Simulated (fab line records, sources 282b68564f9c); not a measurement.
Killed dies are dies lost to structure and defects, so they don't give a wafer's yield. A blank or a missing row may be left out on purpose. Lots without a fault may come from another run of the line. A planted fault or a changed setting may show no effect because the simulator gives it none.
Split-lot experiment | flow rit_cmos | 5 lots, 23 wafers read, on a route of 202 steps

THE SPLIT
At RIT_PRETRO_IMPLANT_08, the setting energy_kev was moved away from the recipe's 45 on 5 of the 23 wafers read, by -4.1% to +3.4%. The other wafers ran this setting at the recipe's value.

The reading is taken at the split's own step.

THE READING
implant.drp_nm (the simulator's own value, which no gauge read), in nm, at RIT_PRETRO_IMPLANT_08. The file gives no usual value for it.

wafer  | tool, chamber at the split | energy_kev as run | against the recipe | implant.drp_nm, nm | against lot-mates on the recipe
L079.1 | implanter-04, 0            | 45                | recipe             | 55.07              | -
L079.2 | implanter-04, 0            | 45                | recipe             | 55.07              | -
L079.3 | implanter-04, 0            | 45                | recipe             | 55.07              | -
L079.4 | implanter-04, 0            | 45                | recipe             | 55.07              | -
L079.6 | implanter-04, 0            | 45                | recipe             | 55.07              | -
L080.1 | implanter-04, 0            | 45                | recipe             | 55.07              | -
L080.3 | implanter-04, 0            | 45                | recipe             | 55.07              | -
L080.5 | implanter-04, 0            | 45                | recipe             | 55.07              | -
L080.4 | implanter-04, 0            | 43.15             | -4.1%              | 53.71              | -1.36
L080.6 | implanter-04, 0            | 43.15             | -4.1%              | 53.71              | -1.36
L081.1 | implanter-02, 0            | 45                | recipe             | 55.07              | -
L081.2 | implanter-02, 0            | 45                | recipe             | 55.07              | -
L081.3 | implanter-02, 0            | 45                | recipe             | 55.07              | -
L081.5 | implanter-02, 0            | 45                | recipe             | 55.07              | -
L081.6 | implanter-02, 0            | 45                | recipe             | 55.07              | -
L083.1 | implanter-04, 0            | 45                | recipe             | 55.07              | -
L083.2 | implanter-04, 0            | 45                | recipe             | 55.07              | -
L083.3 | implanter-04, 0            | 45                | recipe             | 55.07              | -
L084.1 | implanter-02, 0            | 45                | recipe             | 55.07              | -
L084.6 | implanter-02, 0            | 45                | recipe             | 55.07              | -
L084.2 | implanter-02, 0            | 46.53             | +3.4%              | 56.17              | +1.10
L084.3 | implanter-02, 0            | 46.53             | +3.4%              | 56.17              | +1.10
L084.5 | implanter-02, 0            | 46.53             | +3.4%              | 56.17              | +1.10

THE FIT
A straight line over all 23 wafers: implant.drp_nm changes by +0.327 nm for each +1% of energy_kev; r = +1.00; the points scatter about the line by 0.0058 nm.
The same after taking each lot's own level away (the mean of its wafers on the recipe; 23 wafers): +0.327 nm for each +1%; r = +1.00; scatter 0.0058 nm.
On that fit, the largest move of energy_kev shifts the reading by 1.3 nm.
The lots' own levels span 55.070 to 55.070 nm.
So the lot-to-lot level changes the slope little: the two slopes agree.
Check: with one of the wafers moved furthest among these (-4.1%) left out of the fit, the line predicts -1.34 nm for it against its lot-mates. It came out at -1.36 nm against them.

OTHER SPLITS ON THESE WAFERS
These wafers also went through other splits before the reading. Each is held against what the fit with the lots' levels taken away leaves over:
other split on the same wafers   | wafers away from the commonest value | r with implant.drp_nm (lot level and that fit taken away)
RIT_ACTIVE_CVD_03 nh3_flow_sccm  | 15                                   | +0.51
RIT_ACTIVE_DEVELOP_10 dev_temp_c | 8                                    | +0.15
RIT_FOX2_OXIDATION_00 temp_c     | 18                                   | +0.13
RIT_NWELL_COAT_01 spin_rpm       | 6                                    | +0.32
RIT_NWELL_IMPLANT_08 energy_kev  | 11                                   | +0.47

THE WHOLE CHAIN: every reading that the file lists as answering this split, in the file's order
step                  | what it does | reading                                                         | change (the file's fit)               | r (the file's)
RIT_PRETRO_IMPLANT_08 |              | implant.rp_nm (the simulator's own value, which no gauge read)  | +1.38 nm for each +1% of the setting  | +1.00
RIT_PRETRO_IMPLANT_08 |              | implant.drp_nm (the simulator's own value, which no gauge read) | +0.328 nm for each +1% of the setting | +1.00

THE FILE'S OWN FIT
implant.drp_nm changes by +0.328 nm for each +1% of energy_kev, r = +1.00.
